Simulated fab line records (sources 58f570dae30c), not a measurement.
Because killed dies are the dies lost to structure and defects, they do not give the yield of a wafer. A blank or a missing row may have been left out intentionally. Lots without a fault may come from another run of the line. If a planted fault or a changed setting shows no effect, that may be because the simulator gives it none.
The tool behind it: which one? + flow berkeley cmos170 + 15 lots, 45 wafers sampled, at 6 steps of a route of 331

== WHAT THE GAUGES SHOWED, per wafer ==
UCB170_FIELD_THK_MEAS_91.
| lot  | measured     | on            | FIELD_OXIDE_LEFT_2_THK (nm) |
|------|--------------|---------------|-----------------------------|
| L130 | day 5 19:31  | film metro-03 | 341 354 356                 |
| L132 | day 6 06:45  | film metro-03 | 367 367 367                 |
| L134 | day 6 13:22  | film metro-03 | 339 340 345                 |
| L133 | day 6 13:29  | film metro-01 | 345 349 352                 |
| L137 | day 7 01:50  | film metro-04 | 361 361 364                 |
| L138 | day 7 02:32  | film metro-01 | 363 378 371                 |
| L140 | day 7 11:35  | film metro-04 | 362 366 374                 |
| L141 | day 8 04:04  | film metro-01 | 356 350 359                 |
| L142 | day 8 04:21  | film metro-01 | 356 354 356                 |
| L143 | day 8 07:46  | film metro-01 | 347 348 354                 |
| L144 | day 9 02:46  | film metro-01 | 371 380 376                 |
| L147 | day 9 18:22  | film metro-03 | 347 339 338                 |
| L149 | day 10 10:17 | film metro-03 | 364 367 360                 |
| L150 | day 10 10:35 | film metro-03 | 329 330 321                 |
| L152 | day 11 01:11 | film metro-01 | 343 349 357                 |

UCB170_SPACER_THK_MEAS_01.
| lot  | measured     | on            | SPACER_TEOS_THK (nm) |
|------|--------------|---------------|----------------------|
| L130 | day 6 14:42  | film metro-01 | 369 371 376          |
| L132 | day 6 20:49  | film metro-01 | 373 372 378          |
| L134 | day 7 09:28  | film metro-01 | 361 374 369          |
| L133 | day 7 09:44  | film metro-01 | 372 370 377          |
| L137 | day 7 16:56  | film metro-01 | 371 375 377          |
| L138 | day 7 17:07  | film metro-01 | 371 373 375          |
| L140 | day 8 05:44  | film metro-02 | 369 383 374          |
| L141 | day 9 04:29  | film metro-01 | 306 309 314          |
| L142 | day 9 05:16  | film metro-01 | 384 381 379          |
| L143 | day 9 04:53  | film metro-02 | 374 368 380          |
| L144 | day 9 22:43  | film metro-02 | 310 313 315          |
| L147 | day 10 13:12 | film metro-03 | 299 306 311          |
| L149 | day 11 04:50 | film metro-03 | 372 369 374          |
| L150 | day 11 04:04 | film metro-03 | 380 377 375          |
| L152 | day 11 13:03 | film metro-01 | 370 370 374          |

UCB170_PSD_TW_MEAS_10.
| lot  | measured     | on            | PSD_TW         |
|------|--------------|---------------|----------------|
| L130 | day 6 21:02  | film metro-04 | 2357 2338 2353 |
| L132 | day 7 05:03  | film metro-03 | 2365 2367 2345 |
| L134 | day 7 14:04  | film metro-02 | 2340 2347 2347 |
| L133 | day 7 14:26  | film metro-02 | 2348 2338 2339 |
| L137 | day 7 23:00  | film metro-03 | 2368 2383 2375 |
| L138 | day 7 23:16  | film metro-02 | 2326 2337 2340 |
| L140 | day 8 17:04  | film metro-02 | 2325 2321 2327 |
| L141 | day 9 11:50  | film metro-03 | 2340 2354 2364 |
| L142 | day 9 12:06  | film metro-03 | 2366 2355 2337 |
| L143 | day 9 11:57  | film metro-04 | 2336 2335 2339 |
| L144 | day 10 04:31 | film metro-04 | 2341 2342 2330 |
| L147 | day 10 19:47 | film metro-02 | 2331 2345 2319 |
| L149 | day 11 08:53 | film metro-03 | 2351 2351 2360 |
| L150 | day 11 08:25 | film metro-02 | 2327 2317 2335 |
| L152 | day 11 17:32 | film metro-02 | 2336 2340 2325 |

UCB170_NSD_CD_MEAS_06: the cd target is 1200 nm.
| lot  | measured     | on        | cd nm (nm)           |
|------|--------------|-----------|----------------------|
| L130 | day 6 22:07  | cd sem-01 | 1199.1 1199.7 1198.3 |
| L132 | day 7 10:01  | cd sem-01 | 1200.1 1199.4 1200.6 |
| L134 | day 7 15:22  | cd sem-02 | 1201.2 1200.3 1203.3 |
| L133 | day 7 16:23  | cd sem-02 | 1200.3 1201.1 1201.1 |
| L137 | day 8 01:32  | cd sem-01 | 1198.2 1199.2 1198.9 |
| L138 | day 8 01:38  | cd sem-01 | 1200.0 1200.0 1201.1 |
| L140 | day 8 18:17  | cd sem-01 | 1200.5 1199.2 1201.2 |
| L141 | day 9 13:43  | cd sem-02 | 1197.5 1199.3 1200.1 |
| L142 | day 9 13:53  | cd sem-02 | 1201.7 1201.5 1200.4 |
| L143 | day 9 13:43  | cd sem-01 | 1201.5 1201.6 1200.9 |
| L144 | day 10 05:50 | cd sem-01 | 1196.9 1198.7 1197.7 |
| L147 | day 10 20:52 | cd sem-02 | 1196.2 1196.2 1197.1 |
| L149 | day 11 10:29 | cd sem-01 | 1199.5 1200.9 1200.9 |
| L150 | day 11 10:21 | cd sem-02 | 1198.8 1198.5 1199.2 |
| L152 | day 11 19:13 | cd sem-01 | 1200.6 1199.9 1201.4 |

== WHICH TOOL RAN EACH LOT (tool, then ch and the chambers of the sampled wafers, then the start) ==
| lot  | UCB170_SPACER_CVD_00            | UCB170_SPACER_ETCHBACK_03          |
|------|---------------------------------|------------------------------------|
| L130 | pecvd-03 ch 1,2, day 6 14:39    | rie diel-03 ch 0,1,3, day 6 19:35  |
| L132 | pecvd-03 ch 1,2, day 6 20:46    | rie diel-01 ch 0,1,2, day 7 03:07  |
| L134 | pecvd-01 ch 0,1,2, day 7 09:25  | rie diel-01 ch 0,1,2, day 7 12:44  |
| L133 | pecvd-03 ch 0,2, day 7 09:41    | rie diel-03 ch 2,3, day 7 12:47    |
| L137 | pecvd-01 ch 0,2, day 7 16:53    | rie diel-02 ch 1,2,3, day 7 21:20  |
| L138 | pecvd-03 ch 0,1, day 7 17:04    | rie diel-01 ch 2,3, day 7 21:20    |
| L140 | pecvd-03 ch 0,2, day 8 05:40    | rie diel-03 ch 0,1,3, day 8 15:29  |
| L141 | pecvd-03 ch 0,1, day 9 04:26    | rie diel-03 ch 2,3, day 9 10:31    |
| L142 | pecvd-04 ch 0,1,2, day 9 05:13  | rie diel-03 ch 1,2,3, day 9 10:35  |
| L143 | pecvd-01 ch 0,2, day 9 04:51    | rie diel-02 ch 0,1, day 9 10:31    |
| L144 | pecvd-03 ch 0,1,2, day 9 22:40  | rie diel-01 ch 1,2,3, day 10 02:50 |
| L147 | pecvd-03 ch 0,1, day 10 13:10   | rie diel-02 ch 1,2,3, day 10 18:20 |
| L149 | pecvd-04 ch 0,1,2, day 11 04:47 | rie diel-02 ch 0,1,2, day 11 06:44 |
| L150 | pecvd-01 ch 0,1,2, day 11 04:01 | rie diel-03 ch 1,2,3, day 11 06:13 |
| L152 | pecvd-01 ch 0,1, day 11 12:59   | rie diel-01 ch 0,2,3, day 11 15:23 |
- UCB170_SPACER_CVD_00: deposits SiO2 from TEOS/O2, target thk 376 nm, time 47 s.
- UCB170_SPACER_ETCHBACK_03: etches SiO2 in CHF3/CF4/Ar, stops on Si, target depth 376 nm, time 100 s.

== AS READ BY THE TOOLS THEMSELVES (means over the sampled wafers that have a number; for cases with no such wafer, the mark the record gives instead) ==
UCB170_SPACER_CVD_00.
| lot  | tool     | heater power w (W) |
|------|----------|--------------------|
| L130 | pecvd-03 | 350                |
| L132 | pecvd-03 | 382                |
| L134 | pecvd-01 | 255                |
| L133 | pecvd-03 | 329                |
| L137 | pecvd-01 | 293                |
| L138 | pecvd-03 | 373                |
| L140 | pecvd-03 | 305                |
| L141 | pecvd-03 | 305                |
| L142 | pecvd-04 | 284                |
| L143 | pecvd-01 | 302                |
| L144 | pecvd-03 | 314                |
| L147 | pecvd-03 | 387                |
| L149 | pecvd-04 | 267                |
| L150 | pecvd-01 | 252                |
| L152 | pecvd-01 | 257                |

UCB170_SPACER_ETCHBACK_03.
| lot  | tool        | drypump motor current A (A) | oes product au (a.u.) | throttle valve pct (%) |
|------|-------------|-----------------------------|-----------------------|------------------------|
| L130 | rie diel-03 | 5.3                         | 0.883                 | 6.45                   |
| L132 | rie diel-01 | 5.5                         | 0.904                 | 6.43                   |
| L134 | rie diel-01 | 5.5                         | 0.893                 | 6.42                   |
| L133 | rie diel-03 | 5.6                         | 0.903                 | 6.59                   |
| L137 | rie diel-02 | 5.6                         | 0.886                 | 6.53                   |
| L138 | rie diel-01 | 5.5                         | 0.902                 | 6.47                   |
| L140 | rie diel-03 | 5.3                         | 0.887                 | 6.44                   |
| L141 | rie diel-03 | 5.4                         | 0.790                 | 6.59                   |
| L142 | rie diel-03 | 5.2                         | 0.909                 | 6.50                   |
| L143 | rie diel-02 | 5.1                         | 0.876                 | 6.50                   |
| L144 | rie diel-01 | 5.4                         | 0.798                 | 6.44                   |
| L147 | rie diel-02 | 5.6                         | 0.766                 | 6.53                   |
| L149 | rie diel-02 | 5.2                         | 0.875                 | 6.53                   |
| L150 | rie diel-03 | 5.2                         | 0.898                 | 6.50                   |
| L152 | rie diel-01 | 5.6                         | 0.897                 | 6.43                   |

== THE ANSWER, worked out from the rows above alone ==
Rule: usual is defined by the lots themselves. The widest of any qualifying gaps counts: lots, ordered by their means at a reading, are off when they make up no more than a third of the lots, leave a main group of 4 or more, and stand apart from it by 3 or more times the standard deviation of that group's means. If all means in a main group match to the digits the tables above print for the reading, that group is not used. Also off: a lot with no number at a reading for which 4 or more lots have one. Any other lot the step has rows for is counted as sound. After the gauges, taken in route order, come the tools' own readings; for these a lot's mean is taken, as printed above. The first step at which some lot is off is used, and at that step the reading that is off furthest; a lot without a number counts as furthest.
Off: at UCB170_SPACER_THK_MEAS_01 (SPACER_TEOS_THK), L141, L144, L147. For the main group the mean is 374 nm and the standard deviation 3.2.
A tool fits if, at a process step before that reading, it ran every lot that is off, and no sound lot after the first of them. Not tried: the gauges at UCB170_SPACER_THK_MEAS_01; whatever is off there is also off at UCB170_SPACER_ETCHBACK_03, on other tools, and gauge error can't account for it. One fits: pecvd-03 at UCB170_SPACER_CVD_00. A fault onset in the window from L140 (day 8 05:40, its last sound lot) to L141 (day 9 04:26, its first lot off) fits.

== WHAT THE SIMULATOR PUT IN ==
Site profile drift: pecvd-03, from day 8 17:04 on, at UCB170_SPACER_CVD_00. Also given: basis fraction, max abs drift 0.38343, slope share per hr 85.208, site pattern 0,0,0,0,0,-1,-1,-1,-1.
Lots struck among those shown: L141, L144, L147. The rule above found the same.
